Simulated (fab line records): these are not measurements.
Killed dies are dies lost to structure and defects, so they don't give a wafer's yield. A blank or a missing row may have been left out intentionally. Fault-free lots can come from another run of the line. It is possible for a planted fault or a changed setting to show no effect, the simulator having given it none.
Split-lot study + flow berkeleyCmos170 + route with 331 steps; 5 lots, 23 wafers read

## ABOUT THE SPLIT
At UCB170_M3_ETCH_17 (etches BARC in N2/H2), the setting sourceW was moved away from the recipe's 500 W on 6 of the 23 wafers read, by -7.6% to +10.2%. This setting was run at the recipe's value on the other wafers.

Reading taken at the split's own step.

## THE READING
oesProductAu, in a.u., at UCB170_M3_ETCH_17 (etches BARC in N2/H2). A value of 0.995 a.u. with a standard deviation of 0.023 a.u. is what fault-free wafers of this fab line usually give.

| wafer  | tool, chamber at the split | sourceW as run, W | against the recipe | oesProductAu, a.u. | against lot-mates on the recipe |
|--------|----------------------------|-------------------|--------------------|--------------------|---------------------------------|
| L074.1 | rieDiel-01, 3              | 462.2             | -7.6%              | 0.970              | -0.034                          |
| L074.2 | rieDiel-01, 1              | 462.2             | -7.6%              | 0.974              | -0.030                          |
| L074.3 | rieDiel-01, 2              | 500               | recipe             | 1.008              | -                               |
| L074.4 | rieDiel-01, 2              | 500               | recipe             | 0.999              | -                               |
| L074.5 | rieDiel-01, 1              | 462.2             | -7.6%              | 0.975              | -0.029                          |
| L077.1 | rieDiel-01, 0              | 500               | recipe             | 0.987              | -                               |
| L077.2 | rieDiel-01, 2              | 500               | recipe             | 1.003              | -                               |
| L077.3 | rieDiel-01, 3              | 500               | recipe             | 0.986              | -                               |
| L077.4 | rieDiel-01, 1              | 500               | recipe             | 1.001              | -                               |
| L077.5 | rieDiel-01, 1              | 500               | recipe             | 1.011              | -                               |
| L079.2 | rieDiel-01, 2              | 500               | recipe             | 1.004              | -                               |
| L079.4 | rieDiel-01, 0              | 500               | recipe             | 0.995              | -                               |
| L079.5 | rieDiel-01, 0              | 500               | recipe             | 0.988              | -                               |
| L078.2 | rieDiel-01, 1              | 500               | recipe             | 0.998              | -                               |
| L078.3 | rieDiel-01, 0              | 500               | recipe             | 0.986              | -                               |
| L078.4 | rieDiel-01, 3              | 551.2             | +10.2%             | 1.035              | +0.043                          |
| L078.5 | rieDiel-01, 0              | 551.2             | +10.2%             | 1.030              | +0.038                          |
| L078.6 | rieDiel-01, 1              | 551.2             | +10.2%             | 1.050              | +0.058                          |
| L083.1 | rieDiel-01, 0              | 500               | recipe             | 0.997              | -                               |
| L083.2 | rieDiel-01, 1              | 500               | recipe             | 0.993              | -                               |
| L083.3 | rieDiel-01, 2              | 500               | recipe             | 1.006              | -                               |
| L083.4 | rieDiel-01, 3              | 500               | recipe             | 0.990              | -                               |
| L083.6 | rieDiel-01, 3              | 500               | recipe             | 0.997              | -                               |

THE FIT
A straight line over all 23 wafers: oesProductAu changes by +0.00372 a.u. for each +1% of sourceW; r = +0.92; the points scatter about the line by 0.0078 a.u.
The same after taking each lot's own level away (the mean of its wafers on the recipe; 23 wafers): +0.00434 a.u. for each +1%; r = +0.94; scatter 0.0073 a.u.
On that fit, the largest move of sourceW shifts the reading by 0.044 a.u.
Measured against the standard deviation above, the lots' own levels, which go from 0.9920 to 1.0035 a.u., span 0.5 times it.
So the slope is not independent of the lot-to-lot level: the two fits are not the same.
Check: +0.0457 a.u. against its lot-mates is what the line predicts for one of the wafers moved furthest among these (+10.2%) when that wafer is left out of the fit. Against them it came out at +0.043 a.u.
Tool readings at the split's step, against how far the setting was moved: oesProductAu r = +0.92.

## THESE WAFERS: OTHER SPLITS
Note: prior to the reading, these wafers also went through further splits. Each is held against what the fit with the lots' levels taken away leaves over:
| other split on the same wafers       | wafers away from the commonest value | r with oesProductAu (lot level and that fit taken away) |
|--------------------------------------|--------------------------------------|---------------------------------------------------------|
| UCB170_M2_SPUTTER_01 timeS           | 11                                   | -0.12                                                   |
| UCB170_M2_PEB_13 pebTempC            | 9                                    | +0.24                                                   |
| UCB170_M2_METAL_ETCH_18 overEtchFrac | 8                                    | -0.39                                                   |

## THE FILE'S OWN FIT
oesProductAu changes by +0.00437 a.u. for each +1% of sourceW, r = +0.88.
